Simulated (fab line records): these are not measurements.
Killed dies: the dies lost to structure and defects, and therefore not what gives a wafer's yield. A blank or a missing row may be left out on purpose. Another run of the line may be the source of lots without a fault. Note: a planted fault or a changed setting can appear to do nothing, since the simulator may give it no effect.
A lot that was struck, set against a sound lot || flow ritCmos || 18 steps out of a route of 202
Sound: the wafers L803.1, L803.2, L803.4. Struck: wafers L810.1, L810.5, L810.6. The cause is named last.
For every step that has rows: the tool of each side, followed by ch and its chambers, followed by its first start. Under that, the readings that differ: sound wafers || struck wafers || difference of the means || sigmas: that difference in standard deviations of wafers without a fault.
alike: a reading whose means differ by less than 2 such deviations, as well as words and numbers matching on both sides. not compared: withheld readings; readings where some wafer has no value; bounds like >300 that might hide an equal value; numbers whose values overlap and for which the record gives no deviation.
The two part at a step that has a row with sigmas, a row that says differs or no value, or rows on one side only. When numbers do not overlap yet have no deviation, they are printed without sigmas and do not part them. A reading missing from all wafers of one side parts the sides only when that side holds two or more wafers.

first, 1 step without rows for these wafers: RIT_PWELL_DEVELOP_05 (develop time 68 s).
RIT_PWELL_OVL_MEAS_06:
  sound on overlay-02, day 3 21:13; struck on overlay-02, day 5 05:56
  alike: PWELL_OVL
then, 2 steps without rows for these wafers: RIT_PWELL_HARDBAKE_07 (time 120 s); RIT_PWELL_IMPLANT_08.
RIT_PWELL_STRIP_09: strips in O2, time 180 s.
  sound on plasmaAsher-03 ch 0,1, day 3 21:40; struck on plasmaAsher-01 ch 0,1, day 5 06:23
  alike: drypumpMotorCurrentA
  not compared: rfHoursCounterH
RIT_PWELL_TW_MEAS_10:
  sound on filmMetro-02, day 3 21:50; struck on filmMetro-02, day 5 06:34
  alike: PWELL_TW
then, 1 step without rows for these wafers: RIT_WELLDRIVE_ANNEAL_00 (time 14700 s).
RIT_WELLDRIVE_RS_MEAS_01: a four-point-probe measurement.
  sound on filmMetro-03, day 4 02:59; struck on filmMetro-03, day 5 12:14
  alike: NWELL_RS
RIT_WELLDRIVE_RS_MEAS_02: a four-point-probe measurement.
  sound on filmMetro-03, day 4 03:06; struck on filmMetro-03, day 5 12:21
  alike: PWELL_RS
then, 3 steps without rows for these wafers: RIT_NRETRO_HMDS_00 (prime time 60 s); RIT_NRETRO_COAT_01 (resist thk 1300 nm); RIT_NRETRO_SOFTBAKE_02 (time 60 s).
RIT_NRETRO_EXPOSE_03: exposes mask M4, target cd 43900 nm.
  sound on ilineStepper-02 ch 0, day 4 03:40; struck on ilineStepper-02 ch 0, day 5 13:03
{"reading": "model.NRETRO.overlayXNm (nm)", "sound": "0.9257 0.9257 0.9257", "struck": "-299.8 -299.8 -299.8", "difference": -300.7, "sigmas": ""}
  alike: mask
then, 2 steps without rows for these wafers: RIT_NRETRO_PEB_04; RIT_NRETRO_DEVELOP_05 (develop time 68 s).
RIT_NRETRO_OVL_MEAS_06:
  sound on overlay-02, day 4 04:06; struck on overlay-02, day 5 13:29
{"reading": "NRETRO_OVL (nm)", "sound": "1.9 1.5 2.2", "struck": "-299.9 -299.9 -298.9", "difference": -301.4, "sigmas": "-99 or more"}
then, 1 step without rows for these wafers: RIT_NRETRO_HARDBAKE_07 (time 120 s).
RIT_M1_PROBE_99:
  sound on prober-01, day 5 07:40; struck on prober-02, day 6 17:24
{"reading": "model.etest.wellEdgeRight.lineOhmUm", "sound": "183.8 184.6 184.2", "struck": "186 187.1 187.4", "difference": "+3", "sigmas": ""}
{"reading": "model.etest.retroEdgeNmos.offLog10AUm", "sound": "-9.925 -10.16 -10.03", "struck": "-7.383 -7.447 -7.679", "difference": "+2.535", "sigmas": ""}
{"reading": "model.etest.retroEdgePmos.offLog10AUm", "sound": "-10.18 -10.16 -10.2", "struck": "-8.13 -8.303 -8.045", "difference": "+2.02", "sigmas": ""}
  alike: killedAtContacts, killedAtFrontEnd, killedDies, killedOpen, killedShort

WHERE THEY PART
RIT_NRETRO_OVL_MEAS_06 only, going by this record. Later steps at which nothing parts them and some readings are alike: RIT_M1_PROBE_99.

WHY: what had been put in by the simulator
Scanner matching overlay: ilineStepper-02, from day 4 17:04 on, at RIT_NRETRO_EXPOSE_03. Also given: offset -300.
